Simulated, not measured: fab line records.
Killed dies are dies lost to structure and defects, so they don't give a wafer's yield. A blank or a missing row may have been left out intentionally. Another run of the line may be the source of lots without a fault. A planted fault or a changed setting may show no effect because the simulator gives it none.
Struck lot and sound lot, side by side	flow ritCmos	18 out of 202 route steps
Sound: the wafers L995.3, L995.4, L995.6. Wafers L104.1, L104.2, L104.6 were the ones struck. The cause is given at the end.
At each step with rows: each side's tool, then ch and its chambers, then its first start. Under that, the readings that differ: sound wafers	struck wafers	difference of the means	sigmas: that difference in standard deviations of wafers without a fault.
alike: a reading whose means differ by less than 2 such deviations, as well as words and numbers matching on both sides. not compared: withheld readings; readings where some wafer has no value; bounds like >300 that might hide an equal value; numbers whose values overlap and for which the record gives no deviation.
The two part at a step that has a row with sigmas, a row that says differs or no value, or rows on one side only. Numbers that don't overlap but have no deviation are shown without sigmas and don't part them. Lack of a reading on every wafer of one side parts them only where that side has two or more wafers.

first, 4 steps without rows for these wafers: RIT_NLDD_SOFTBAKE_02 (time 60 s); RIT_NLDD_EXPOSE_03 (exposes mask M7, target cd 40700 nm); RIT_NLDD_PEB_04; RIT_NLDD_DEVELOP_05 (develop time 50 s).
RIT_NLDD_OVL_MEAS_06:
  struck on overlay-01, day 4 14:05; sound on overlay-02, day 2 17:28
  alike: NLDD_OVL
then, 2 steps without rows for these wafers: RIT_NLDD_HARDBAKE_07 (time 60 s); RIT_NLDD_IMPLANT_08.
RIT_NLDD_STRIP_09: strips in O2, time 180 s.
  sound on plasmaAsher-03 ch 0,1, day 2 17:59; struck on plasmaAsher-03 ch 0,1, day 4 14:26
  alike: drypumpMotorCurrentA
  not compared: rfHoursCounterH
RIT_NLDD_TW_MEAS_10:
  struck on filmMetro-01, day 4 14:37; sound on filmMetro-01, day 2 18:07
  alike: NLDD_TW
then, 3 steps without rows for these wafers: RIT_PLDD_HMDS_00 (prime time 60 s); RIT_PLDD_COAT_01 (resist thk 1000 nm); RIT_PLDD_SOFTBAKE_02 (time 60 s).
RIT_PLDD_EXPOSE_03: exposes mask M8, target cd 40900 nm.
  sound on ilineStepper-01 ch 0, day 2 18:46; struck on ilineStepper-02 ch 0, day 4 15:08
  alike: mask
then, 2 steps without rows for these wafers: RIT_PLDD_PEB_04; RIT_PLDD_DEVELOP_05 (develop time 50 s).
RIT_PLDD_OVL_MEAS_06:
  struck on overlay-01, day 4 15:32; sound on overlay-02, day 2 19:08
reading	sound	struck	difference	sigmas
PLDD_OVL (nm)	0.4 -0.9 0.6	1.8 3.7 4.5	+3.3	+3
then, 1 step without rows for these wafers: RIT_PLDD_HARDBAKE_07 (time 60 s).
RIT_M1_PROBE_99:
  struck on prober-02, day 5 05:43; sound on prober-01, day 3 09:38
  alike: killedAtContacts, killedAtFrontEnd, killedDies, killedOnRim, killedOpen, killedShort

## WHERE THEY PART
Only at RIT_PLDD_OVL_MEAS_06, as far as this record shows. Later steps at which nothing parts them and some readings are alike: RIT_M1_PROBE_99.

WHY: whatever the simulator had introduced
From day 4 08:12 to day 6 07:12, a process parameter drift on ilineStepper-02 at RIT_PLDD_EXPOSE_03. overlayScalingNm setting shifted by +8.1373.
